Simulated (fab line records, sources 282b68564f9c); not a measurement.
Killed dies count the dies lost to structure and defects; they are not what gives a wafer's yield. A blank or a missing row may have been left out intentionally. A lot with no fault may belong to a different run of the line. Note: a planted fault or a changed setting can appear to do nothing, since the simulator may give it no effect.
A single fault, viewed from 2 desks	flow ritCmos	every desk sees just its own numbers, and what lay behind them comes last

== FROM THE METROLOGY DESK ==
What the gauges read for every lot (on any tool): the sampled wafers with a number, averaged. Marked OUT: a lot whose mean sits more than 4 standard deviations from the usual mean, which makes it out of limits; the brackets give that distance.
Columns: A = M1_AL_RS at RIT_M1_RS_MEAS_01, usual 0.0712 ohm/sq; B = M1_AL_THK at RIT_M1_THK_MEAS_02, usual 416 nm
lot	first seen here	A	B
L179	day 3 07:07	0.0705	418
L180	day 3 10:10	0.0711	417
L181	day 3 14:27	0.0708	415
L182	day 3 21:51	0.0711	420
L187	day 5 03:42	0.0527 (-25) OUT	565 (+35) OUT
L189	day 5 11:50	0.0531 (-24) OUT	561 (+35) OUT
L192	day 5 23:43	0.0719	414
L195	day 6 14:58	0.0708	419
L196	day 6 21:03	0.0699	423
L198	day 7 05:06	0.0719	412
L200	day 7 14:11	0.0714	412
L202	day 8 00:03	0.0707	419
This desk's result: L187, L189 out of limits, first on L187 (M1_AL_RS at RIT_M1_RS_MEAS_01), day 5 03:42. Within limits: L179, L180, L181, L182, L192, L195, L196, L198, L200, L202.

== TOOL OWNER'S DESK, pvdSputter-03 ==
The tool's own readings at RIT_M1_SPUTTER_00 (material Al, target thk 400 nm, time 500 s): means of the sampled wafers that have a number, for each lot that ran on this tool. Marked OUT: a lot whose mean sits more than 4 standard deviations from the usual mean, which makes it out of limits; the brackets give that distance.
Columns: A = throttleValvePct at RIT_M1_SPUTTER_00, usual 29.9 %
lot	first seen here	A
L179	day 3 06:43	30.1
L181	day 3 14:07	30.2
L187	day 5 03:25	30.3
L189	day 5 11:31	30.1
This desk's verdict: no lot among the 4 shows anything out of limits.

== BROUGHT TOGETHER ==
Metrology desk: alarm possible at day 5 03:42 on L187, L189.
The tool owner's desk saw nothing out of limits.
On record at the tool owner's desk: L187, L189, within its limits.
The lots listed all ran RIT_M1_SPUTTER_00 on pvdSputter-03.

== WHAT THE SIMULATOR HAD PUT IN ==
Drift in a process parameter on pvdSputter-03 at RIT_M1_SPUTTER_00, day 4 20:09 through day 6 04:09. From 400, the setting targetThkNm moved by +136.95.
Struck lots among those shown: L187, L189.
Delay in hours, fault start to first out-of-limits reading, per desk: metrology desk 8.
